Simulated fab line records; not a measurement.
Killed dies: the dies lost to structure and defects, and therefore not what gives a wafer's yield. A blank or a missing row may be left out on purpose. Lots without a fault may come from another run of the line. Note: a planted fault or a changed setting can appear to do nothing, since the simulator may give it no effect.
A struck lot beside a sound one -- flow rit_cmos -- 43 out of 202 route steps
Sound: these wafers, L195.2, L195.3, L195.5. The struck wafers were L212.2, L212.4, L212.6. The cause comes at the end.
Per side, at each step with rows, come the tool, then ch with its chambers, and then its first start. Under that, the readings that differ: sound wafers -- struck wafers -- difference of the means -- sigmas: that difference in standard deviations of wafers without a fault.
alike: readings with means less than 2 such deviations apart, plus words and numbers identical on both sides. not compared: withheld readings, readings lacking a value on some wafer, bounds such as >300 that could conceal the same value, and numbers that have no deviation in the record and whose values overlap.
Wherever a step has rows on one side only, a row that says differs or no value, or a row with sigmas, the two part there. Non-overlapping numbers with no deviation appear without sigmas and do not part them. A reading that every wafer of one side lacks parts them only if that side has two wafers or more.

first, 3 steps without rows for these wafers: RIT_PRETRO_EXPOSE_03 (exposes mask M5, target cd 43700 nm); RIT_PRETRO_PEB_04; RIT_PRETRO_DEVELOP_05 (develop time 68 s).
RIT_PRETRO_OVL_MEAS_06:
  struck on overlay-02, day 6 01:26; sound on overlay-01, day 2 17:19
  alike: PRETRO_OVL
then, 2 steps without rows for these wafers: RIT_PRETRO_HARDBAKE_07 (time 120 s); RIT_PRETRO_IMPLANT_08.
RIT_PRETRO_STRIP_09: strips in O2, time 180 s.
  sound on plasma_asher-01 ch 0,1, day 2 17:52; struck on plasma_asher-04 ch 0,1, day 6 01:52
  alike: drypump_motor_current_A
  not compared: rf_hours_counter_h
RIT_PRETRO_TW_MEAS_10:
  struck on film_metro-03, day 6 02:03; sound on film_metro-04, day 2 18:04
  alike: PRETRO_TW
then, 4 steps without rows for these wafers: RIT_GATE_WET_ETCH_00 (etches SiO2 in BOE, target depth 56 nm, time 60 s); RIT_GATE_CLEAN_01 (cleans in SC1, time 600 s); RIT_GATE_CLEAN_02 (cleans in dHF, time 30 s); RIT_GATE_CLEAN_03 (cleans in SC2, time 600 s).
RIT_GATE_CLEAN_04: cleans in dHF, time 60 s.
  sound on wet_bench-03 ch 0, day 2 18:30; struck on wet_bench-04 ch 2, day 6 02:29
RIT_FOX2_THK_MEAS_91:
  struck on film_metro-04, day 6 02:32; sound on film_metro-04, day 2 18:32
  alike: FIELD_OXIDE_LEFT_2_THK
then, 2 steps without rows for these wafers: RIT_GATE_OXIDATION_05 (target thk 3 nm, ox time 270 s); RIT_GATE_ANNEAL_06 (time 600 s).
RIT_GATE_THK_MEAS_07:
  struck on film_metro-01, day 6 05:54; sound on film_metro-04, day 2 19:55
  alike: GATE_OXIDE_THK
then, 1 step without rows for these wafers: RIT_GATE_CVD_08 (deposits poly-Si from SiH4, target thk 250 nm, time 2220 s).
RIT_GATE_THK_MEAS_09:
  struck on film_metro-04, day 6 08:42; sound on film_metro-04, day 2 23:10
  alike: GATE_POLY_THK
then, 6 steps without rows for these wafers: RIT_GATE_HMDS_10 (prime time 60 s); RIT_GATE_COAT_11 (resist thk 850 nm); RIT_GATE_SOFTBAKE_12 (time 60 s); RIT_GATE_EXPOSE_13 (exposes mask M6, target cd 150 nm); RIT_GATE_PEB_14; RIT_GATE_DEVELOP_15 (develop time 50 s).
RIT_GATE_CD_MEAS_16 targets a cd of 150 nm.
  struck on cd_sem-02, day 6 09:46; sound on cd_sem-01, day 3 00:05
  alike: cd_nm
RIT_GATE_OVL_MEAS_17:
  struck on overlay-01, day 6 09:53; sound on overlay-02, day 3 00:11
  alike: GATE_OVL
then, 1 step without rows for these wafers: RIT_GATE_HARDBAKE_18 (time 60 s).
RIT_GATE_ETCH_19: etches poly-Si in SF6/CHF3/O2, stops on SiO2, time 165 s, target depth 312.5 nm.
  sound on rie_si-02 ch 1,3, day 3 00:27; struck on rie_si-01 ch 1,3, day 6 10:04
  alike: drypump_motor_current_A, oes_product_au, throttle_valve_pct
  not compared: rf_hours_counter_h
RIT_GATE_STRIP_20: strips in O2, time 180 s.
  sound on plasma_asher-04 ch 0,1, day 3 00:34; struck on plasma_asher-04 ch 0,1, day 6 10:10
  alike: drypump_motor_current_A
  not compared: rf_hours_counter_h
RIT_GATE_CD_MEAS_90 targets a cd of 150 nm.
  struck on cd_sem-01, day 6 10:22; sound on cd_sem-02, day 3 00:45
  alike: cd_nm
then, 4 steps without rows for these wafers: RIT_REOX_CLEAN_00 (cleans in SC1, time 600 s); RIT_REOX_CLEAN_01 (cleans in dHF, time 30 s); RIT_REOX_CLEAN_02 (cleans in SC2, time 600 s); RIT_REOX_OXIDATION_03 (target thk 25.2 nm, ox time 5580 s).
RIT_REOX_THK_MEAS_04:
  struck on film_metro-02, day 6 13:24; sound on film_metro-02, day 3 04:13
  alike: REOX_OXIDE_THK
then, 6 steps without rows for these wafers: RIT_NLDD_HMDS_00 (prime time 60 s); RIT_NLDD_COAT_01 (resist thk 1000 nm); RIT_NLDD_SOFTBAKE_02 (time 60 s); RIT_NLDD_EXPOSE_03 (exposes mask M7, target cd 40700 nm); RIT_NLDD_PEB_04; RIT_NLDD_DEVELOP_05 (develop time 50 s).
RIT_M1_PROBE_99:
  struck on prober-02, day 7 06:41; sound on prober-01, day 3 22:53
reading,sound,struck,difference,sigmas
killed_at_front_end,4 6 2,36 34 40,+33,+12
killed_dies,4 6 3,36 34 40,+32,+12
  alike: killed_at_contacts, killed_open, killed_short

## WHERE THEY PART
Only at RIT_M1_PROBE_99, as far as this record shows.

WHY: what had been put in by the simulator
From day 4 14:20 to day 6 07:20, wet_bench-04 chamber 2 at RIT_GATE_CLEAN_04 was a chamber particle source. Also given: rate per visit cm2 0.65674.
